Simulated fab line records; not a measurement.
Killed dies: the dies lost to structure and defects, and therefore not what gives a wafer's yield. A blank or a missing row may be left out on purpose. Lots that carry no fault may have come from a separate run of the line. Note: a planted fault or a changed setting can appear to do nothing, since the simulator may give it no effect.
Which of the tools did it? :: flow rit cmos :: 39 wafers from 13 lots sampled at 3 of the route's 202 steps

WHAT THE GAUGES READ, wafer by wafer
RIT_PRETRO_OVL_MEAS_06. Usual: PRETRO_OVL gives -0.4 nm (standard deviation 1.6).
lot: L581
measured: day 3 04:28
on: overlay-02
PRETRO_OVL (nm): -0.2 0.6 -1.6
flag: 

lot: L583
measured: day 3 10:55
on: overlay-01
PRETRO_OVL (nm): - - -
flag: OFF

lot: L584
measured: day 3 19:06
on: overlay-01
PRETRO_OVL (nm): 0.8 -0.6 0.4
flag: 

lot: L587
measured: day 4 09:14
on: overlay-02
PRETRO_OVL (nm): 1.0 1.4 0.9
flag: 

lot: L589
measured: day 4 15:34
on: overlay-01
PRETRO_OVL (nm): -0.8 0.5 -1.3
flag: 

lot: L594
measured: day 5 16:34
on: overlay-02
PRETRO_OVL (nm): -2.8 -2.1 -3.4
flag: 

lot: L595
measured: day 6 02:08
on: overlay-02
PRETRO_OVL (nm): 1.2 -0.4 -0.9
flag: 

lot: L596
measured: day 6 08:37
on: overlay-02
PRETRO_OVL (nm): -0.6 -0.7 -1.0
flag: 

lot: L597
measured: day 6 16:32
on: overlay-01
PRETRO_OVL (nm): -0.8 1.7 1.0
flag: 

lot: L598
measured: day 6 22:31
on: overlay-01
PRETRO_OVL (nm): 1.2 2.3 2.2
flag: 

lot: L599
measured: day 7 03:37
on: overlay-02
PRETRO_OVL (nm): -0.8 -0.9 -0.3
flag: 

lot: L600
measured: day 7 10:01
on: overlay-02
PRETRO_OVL (nm): -1.7 -1.3 -1.4
flag: 

lot: L601
measured: day 7 15:11
on: overlay-02
PRETRO_OVL (nm): -0.2 -0.2 -1.0
flag: 

RIT_PRETRO_TW_MEAS_10. Usual: PRETRO_TW gives 471 (standard deviation 4.5).
lot: L581
measured: day 3 05:04
on: film metro-02
PRETRO_TW: 473 476 477
flag: 

lot: L583
measured: day 3 11:31
on: film metro-04
PRETRO_TW: 30 30 30
flag: OFF

lot: L584
measured: day 3 19:43
on: film metro-01
PRETRO_TW: 465 464 467
flag: 

lot: L587
measured: day 4 09:50
on: film metro-01
PRETRO_TW: 467 466 466
flag: 

lot: L589
measured: day 4 16:10
on: film metro-02
PRETRO_TW: 476 475 476
flag: 

lot: L594
measured: day 5 17:11
on: film metro-01
PRETRO_TW: 466 468 469
flag: 

lot: L595
measured: day 6 02:45
on: film metro-01
PRETRO_TW: 468 469 470
flag: 

lot: L596
measured: day 6 09:14
on: film metro-02
PRETRO_TW: 475 475 478
flag: 

lot: L597
measured: day 6 17:09
on: film metro-01
PRETRO_TW: 468 469 467
flag: 

lot: L598
measured: day 6 23:08
on: film metro-02
PRETRO_TW: 478 476 478
flag: 

lot: L599
measured: day 7 04:14
on: film metro-04
PRETRO_TW: 473 471 474
flag: 

lot: L600
measured: day 7 10:37
on: film metro-01
PRETRO_TW: 463 463 467
flag: 

lot: L601
measured: day 7 15:48
on: film metro-01
PRETRO_TW: 468 464 465
flag: 

WHICH TOOL RAN EACH LOT (tool, then ch and the chambers of the sampled wafers, then the start)
lot: L581
RIT_PRETRO_EXPOSE_03: iline stepper-01 ch 0, day 3 04:02

lot: L583
RIT_PRETRO_EXPOSE_03: iline stepper-01 ch 0, day 3 10:29

lot: L584
RIT_PRETRO_EXPOSE_03: iline stepper-02 ch 0, day 3 18:42

lot: L587
RIT_PRETRO_EXPOSE_03: iline stepper-02 ch 0, day 4 08:48

lot: L589
RIT_PRETRO_EXPOSE_03: iline stepper-02 ch 0, day 4 15:08

lot: L594
RIT_PRETRO_EXPOSE_03: iline stepper-01 ch 0, day 5 16:08

lot: L595
RIT_PRETRO_EXPOSE_03: iline stepper-01 ch 0, day 6 01:43

lot: L596
RIT_PRETRO_EXPOSE_03: iline stepper-01 ch 0, day 6 08:11

lot: L597
RIT_PRETRO_EXPOSE_03: iline stepper-02 ch 0, day 6 16:08

lot: L598
RIT_PRETRO_EXPOSE_03: iline stepper-02 ch 0, day 6 22:05

lot: L599
RIT_PRETRO_EXPOSE_03: iline stepper-01 ch 0, day 7 03:13

lot: L600
RIT_PRETRO_EXPOSE_03: iline stepper-01 ch 0, day 7 09:35

lot: L601
RIT_PRETRO_EXPOSE_03: iline stepper-01 ch 0, day 7 14:46
- RIT_PRETRO_EXPOSE_03: exposes mask M5, target cd 43700 nm.

WHAT THE TOOLS THEMSELVES READ (means of the sampled wafers that have a number; where no wafer has one, the mark that the record gives instead)
The record holds no such reading with a usual standard deviation.

THE ANSWER, worked out from the rows above alone
Rule: a lot is off if the mean of its wafers that have a number lies more than 3 standard deviations from the usual mean. Also off: a lot with no number at a reading for which 4 or more lots have one. Where the step has rows for the other lots, those lots are counted as sound. Order of review: gauges by route order, followed by the tools' own readings, for which a lot's mean as printed above is used. The first step at which some lot is off is used, and at that step the reading that is off furthest; a lot without a number counts as furthest.
Off: L583, at RIT_PRETRO_OVL_MEAS_06 (PRETRO_OVL). Without a number there: L583.
A tool fits if, at a process step before that reading, it ran every lot that is off, and no sound lot after the first of them. Not tried: the gauges at RIT_PRETRO_OVL_MEAS_06; whatever is off there is also off at RIT_PRETRO_TW_MEAS_10, on other tools, and gauge error can't account for it. No candidate that was tried fits.

WHAT WAS PUT IN BY THE SIMULATOR
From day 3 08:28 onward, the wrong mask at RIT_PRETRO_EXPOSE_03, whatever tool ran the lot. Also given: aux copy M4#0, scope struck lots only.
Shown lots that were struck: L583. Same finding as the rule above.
